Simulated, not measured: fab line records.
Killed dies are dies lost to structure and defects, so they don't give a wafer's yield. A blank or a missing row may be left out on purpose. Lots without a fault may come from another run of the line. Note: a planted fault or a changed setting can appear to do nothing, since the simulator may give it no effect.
A lot that was struck, set against a sound lot / flow rit-cmos / 45 out of 202 route steps
Sound: wafers L549.1, L549.5, L549.6. Wafers struck: L568.1, L568.2, L568.6. The cause is given at the end.
Each step with rows lists, per side, the tool, then ch with its chambers, then its first start. Under that, the readings that differ: sound wafers / struck wafers / difference of the means / sigmas: that difference in standard deviations of wafers without a fault.
alike: readings with means less than 2 such deviations apart, plus words and numbers identical on both sides. not compared: withheld readings, readings lacking a value on some wafer, bounds such as >300 that could conceal the same value, and numbers that have no deviation in the record and whose values overlap.
A row with sigmas, a row that says differs or no value, or rows on one side alone: a step with any of these is where the two part. When numbers do not overlap yet have no deviation, they are printed without sigmas and do not part them. Lack of a reading on every wafer of one side parts them only where that side has two or more wafers.

first, 1 step without rows for these wafers: RIT_ACTIVE_DEVELOP_10 (develop time 50 s).
RIT_ACTIVE_CD_MEAS_11: the cd target is 1400 nm.
  sound on cd-sem-02, day 1 16:16; struck on cd-sem-02, day 5 13:26
  alike: cd-nm
then, 1 step without rows for these wafers: RIT_ACTIVE_HARDBAKE_12 (time 60 s).
RIT_ACTIVE_ETCH_13: etches Si3N4 in SF6, stops on SiO2, time 210 s, target depth 210 nm.
  sound on rie-diel-04 ch 0,3, day 1 16:32; struck on rie-diel-01 ch 0,2, day 5 13:43
  alike: drypump-motor-current-A, oes-product-au, throttle-valve-pct
  not compared: rf-hours-counter-h
RIT_ACTIVE_STRIP_14: strips in O2, time 180 s.
  sound on plasma-asher-02 ch 0,1, day 1 16:40; struck on plasma-asher-04 ch 0,1, day 5 13:50
  alike: drypump-motor-current-A
  not compared: rf-hours-counter-h
RIT_ACTIVE_CD_MEAS_90: the cd target is 1400 nm.
  sound on cd-sem-02, day 1 16:50; struck on cd-sem-01, day 5 14:01
  alike: cd-nm
then, 4 steps without rows for these wafers: RIT_ACTIVE_CLEAN_15 (cleans in SC1, time 600 s); RIT_ACTIVE_CLEAN_16 (cleans in dHF, time 30 s); RIT_ACTIVE_CLEAN_17 (cleans in SC2, time 600 s); RIT_FOX1_OXIDATION_00 (target thk 350.7 nm, ox time 1130 s).
RIT_FOX1_THK_MEAS_01:
  sound on film-metro-02, day 1 18:39; struck on film-metro-03, day 5 15:51
reading=FOX1_OXIDE_THK (nm); sound=353 355 356; struck=339 336 339; difference=-17; sigmas=-2
then, 1 step without rows for these wafers: RIT_FOX1_WET_ETCH_02 (etches SiO2 in BOE, target depth 350 nm, time 390 s).
RIT_FOX2_OXIDATION_00: target thk 350.7 nm, ox time 1130 s.
  sound on furnace-02 ch 0, day 1 18:50; struck on furnace-01 ch 0, day 5 16:02
reading=ox-time-s (s); sound=1130 1130 1130; struck=2147 2147 2147; difference=+1017; sigmas=
reading=model.SiO2_of_FOX2_OXIDATION_00.thk-nm (nm); sound=350.7 352 352.1; struck=487.6 494.6 491.7; difference=+139.7; sigmas=
reading=model.Si3N4_of_ACTIVE_CVD_03.thk-nm (nm); sound=132.2 131.7 132.3; struck=127.1 125.5 125.3; difference=-6.1; sigmas=
  alike: spike-tc-source-C
RIT_FOX2_THK_MEAS_01:
  sound on film-metro-04, day 1 20:08; struck on film-metro-04, day 5 17:21
reading=FOX2_OXIDE_THK (nm); sound=350 352 352; struck=487 495 492; difference=+140; sigmas=+19
RIT_FOX2_CLEAN_02: cleans in dHF, time 180 s.
  sound on wet-bench-04 ch 2, day 1 20:12; struck on wet-bench-02 ch 3, day 5 17:25
reading=model.Si3N4_of_ACTIVE_CVD_03.thk-nm (nm); sound=131.7 131.3 131.9; struck=126.6 125.1 124.9; difference=-6.1; sigmas=
then, 1 step without rows for these wafers: RIT_FOX2_WET_ETCH_03 (etches Si3N4 in H3PO4, target depth 195 nm, time 2700 s).
RIT_FOX2_THK_MEAS_90:
  sound on film-metro-04, day 1 21:01; struck on film-metro-03, day 5 18:14
reading=FIELD_OXIDE_LEFT_1_THK (nm); sound=324 325 326; struck=461 467 464; difference=+139; sigmas=+19
then, 6 steps without rows for these wafers: RIT_NWELL_HMDS_00 (prime time 60 s); RIT_NWELL_COAT_01 (resist thk 1300 nm); RIT_NWELL_SOFTBAKE_02 (time 60 s); RIT_NWELL_EXPOSE_03 (exposes mask M2, target cd 43900 nm); RIT_NWELL_PEB_04; RIT_NWELL_DEVELOP_05 (develop time 68 s).
RIT_NWELL_OVL_MEAS_06:
  sound on overlay-01, day 1 22:05; struck on overlay-01, day 5 19:10
  alike: NWELL_OVL
then, 2 steps without rows for these wafers: RIT_NWELL_HARDBAKE_07 (time 120 s); RIT_NWELL_IMPLANT_08.
RIT_NWELL_STRIP_09: strips in O2, time 180 s.
  sound on plasma-asher-04 ch 0,1, day 1 22:31; struck on plasma-asher-04 ch 0,1, day 5 19:38
  alike: drypump-motor-current-A
  not compared: rf-hours-counter-h
RIT_NWELL_TW_MEAS_10:
  sound on film-metro-04, day 1 22:42; struck on film-metro-04, day 5 19:49
  alike: NWELL_TW
then, 6 steps without rows for these wafers: RIT_PWELL_HMDS_00 (prime time 60 s); RIT_PWELL_COAT_01 (resist thk 1300 nm); RIT_PWELL_SOFTBAKE_02 (time 60 s); RIT_PWELL_EXPOSE_03 (exposes mask M3, target cd 43700 nm); RIT_PWELL_PEB_04; RIT_PWELL_DEVELOP_05 (develop time 68 s).
RIT_PWELL_OVL_MEAS_06:
  sound on overlay-01, day 1 23:38; struck on overlay-01, day 5 20:45
  alike: PWELL_OVL
then, 2 steps without rows for these wafers: RIT_PWELL_HARDBAKE_07 (time 120 s); RIT_PWELL_IMPLANT_08.
RIT_PWELL_STRIP_09: strips in O2, time 180 s.
  sound on plasma-asher-02 ch 0,1, day 2 00:06; struck on plasma-asher-03 ch 0,1, day 5 21:11
reading=drypump-motor-current-A (A); sound=6.0 6.3 6.0; struck=5.5 5.2 5.2; difference=-0.8; sigmas=-2
  not compared: rf-hours-counter-h
RIT_PWELL_TW_MEAS_10:
  sound on film-metro-01, day 2 00:16; struck on film-metro-01, day 5 21:22
  alike: PWELL_TW
then, 1 step without rows for these wafers: RIT_WELLDRIVE_ANNEAL_00 (time 14700 s).
RIT_WELLDRIVE_RS_MEAS_01: uses a four-point probe to measure.
  sound on film-metro-04, day 2 05:39; struck on film-metro-01, day 6 02:31
  alike: NWELL_RS
RIT_WELLDRIVE_RS_MEAS_02: uses a four-point probe to measure.
  sound on film-metro-04, day 2 05:46; struck on film-metro-01, day 6 02:38
  alike: PWELL_RS
RIT_FOX2_THK_MEAS_91:
  sound on film-metro-03, day 2 09:49; struck on film-metro-02, day 6 06:17
reading=FIELD_OXIDE_LEFT_2_THK (nm); sound=257 258 258; struck=392 400 396; difference=+138; sigmas=+19
RIT_SILICIDE_WET_ETCH_00: etches SiO2 in BOE, target depth 14 nm, time 15 s.
  sound on wet-bench-01 ch 3, day 3 03:02; struck on wet-bench-01 ch 3, day 7 02:25
reading=model.SiO2_of_FOX2_OXIDATION_00.thk-nm (nm); sound=152.3 152.2 152.8; struck=288.7 295.4 291.4; difference=+139.4; sigmas=
RIT_M1_PROBE_99:
  sound on prober-01, day 3 10:27; struck on prober-01, day 7 09:17
reading=model.etest.pldd.width-nm (nm); sound=3185 3195 3190; struck=2977 2956 2957; difference=-227; sigmas=
reading=model.etest.nldd.width-nm (nm); sound=3195 3188 3187; struck=2942 2966 2952; difference=-237; sigmas=
reading=model.etest.nplus-sal.width-nm (nm); sound=3452 3474 3458; struck=3334 3320 3324; difference=-135; sigmas=
reading=model.etest.pplus-sal.width-nm (nm); sound=3448 3464 3448; struck=3328 3316 3322; difference=-131; sigmas=
reading=model.etest.pwell.rs-ohm-sq; sound=412 413.1 413.6; struck=513.8 527.1 527.1; difference=+109.8; sigmas=
reading=model.etest.nmos-narrow.drive-ua-um; sound=235 240.1 236.5; struck=183.3 181.1 183.9; difference=-54.4; sigmas=
reading=model.etest.pmos-narrow.drive-ua-um; sound=108.3 108.4 106.8; struck=79.54 78.09 80.16; difference=-28.57; sigmas=
reading=model.etest.field-n.vt-v (V); sound=34.84 34.96 35.04; struck=48.41 48.59 48.47; difference=+13.54; sigmas=
  alike: killed_at_M0_to_M3, killed-at-contacts, killed-at-front-end, killed-dies, killed-open, killed-short

== WHERE THEY PART ==
Last at RIT_FOX2_THK_MEAS_91 as far as this record goes, first at RIT_FOX1_THK_MEAS_01. Later steps at which nothing parts them and some readings are alike: RIT_M1_PROBE_99.

WHY: the cause the simulator had injected
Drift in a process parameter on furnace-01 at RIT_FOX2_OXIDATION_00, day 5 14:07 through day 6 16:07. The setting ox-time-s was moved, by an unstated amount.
